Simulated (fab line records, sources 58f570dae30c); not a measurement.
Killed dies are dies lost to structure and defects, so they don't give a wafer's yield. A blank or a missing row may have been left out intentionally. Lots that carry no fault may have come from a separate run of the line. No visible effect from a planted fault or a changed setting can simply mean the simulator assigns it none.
Which tool was responsible? || flow berkeley-cmos170 || 7 lots, 21 wafers sampled, at 2 steps of a route of 331

WHAT THE GAUGES SHOWED, per wafer
UCB170_V1_OVL_MEAS_13.
{"lot": "L245", "measured": "day 8 14:44", "on": "overlay-02", "V1_OVL (nm)": "1 -7 6"}
{"lot": "L246", "measured": "day 9 20:46", "on": "overlay-01", "V1_OVL (nm)": "3 2 4"}
{"lot": "L247", "measured": "day 9 21:29", "on": "overlay-01", "V1_OVL (nm)": "-4 0 -1"}
{"lot": "L253", "measured": "day 9 22:04", "on": "overlay-01", "V1_OVL (nm)": "7 -1 12"}
{"lot": "L255", "measured": "day 10 10:28", "on": "overlay-01", "V1_OVL (nm)": "2 -10 -1"}
{"lot": "L266", "measured": "day 12 11:10", "on": "overlay-02", "V1_OVL (nm)": "-2 4 0"}
{"lot": "L267", "measured": "day 12 14:06", "on": "overlay-01", "V1_OVL (nm)": "3 -3 -2"}

TOOL THAT RAN EACH LOT (tool first, then ch and the chambers of the sampled wafers, then the start)
{"lot": "L245", "UCB170_BACKSIDE_STRIP_03": "plasma-asher-03 ch 0,1, day 8 02:04"}
{"lot": "L246", "UCB170_BACKSIDE_STRIP_03": "plasma-asher-02 ch 0,1, day 9 03:53"}
{"lot": "L247", "UCB170_BACKSIDE_STRIP_03": "plasma-asher-03 ch 0,1, day 9 04:19"}
{"lot": "L253", "UCB170_BACKSIDE_STRIP_03": "plasma-asher-03 ch 0,1, day 9 04:46"}
{"lot": "L255", "UCB170_BACKSIDE_STRIP_03": "plasma-asher-04 ch 0,1, day 9 17:09"}
{"lot": "L266", "UCB170_BACKSIDE_STRIP_03": "plasma-asher-03 ch 0,1, day 11 22:50"}
{"lot": "L267", "UCB170_BACKSIDE_STRIP_03": "plasma-asher-04 ch 0,1, day 12 01:11"}
- UCB170_BACKSIDE_STRIP_03: strips in O2.

THE ANSWER, worked out from the rows above alone
Rule: the lots themselves supply what counts as usual. The widest of any qualifying gaps counts: lots, ordered by their means at a reading, are off when they make up no more than a third of the lots, leave a main group of 4 or more, and stand apart from it by 3 or more times the standard deviation of that group's means. The tables above print the reading to a certain number of digits; a main group whose means all agree to those digits is not used. A lot without any number at a reading at which 4 lots or more have one is off too. Where the step has rows for the other lots, those lots are counted as sound.
Across all readings shown, no lot is off: no conclusion can be drawn from this.

WHAT WAS PUT IN BY THE SIMULATOR
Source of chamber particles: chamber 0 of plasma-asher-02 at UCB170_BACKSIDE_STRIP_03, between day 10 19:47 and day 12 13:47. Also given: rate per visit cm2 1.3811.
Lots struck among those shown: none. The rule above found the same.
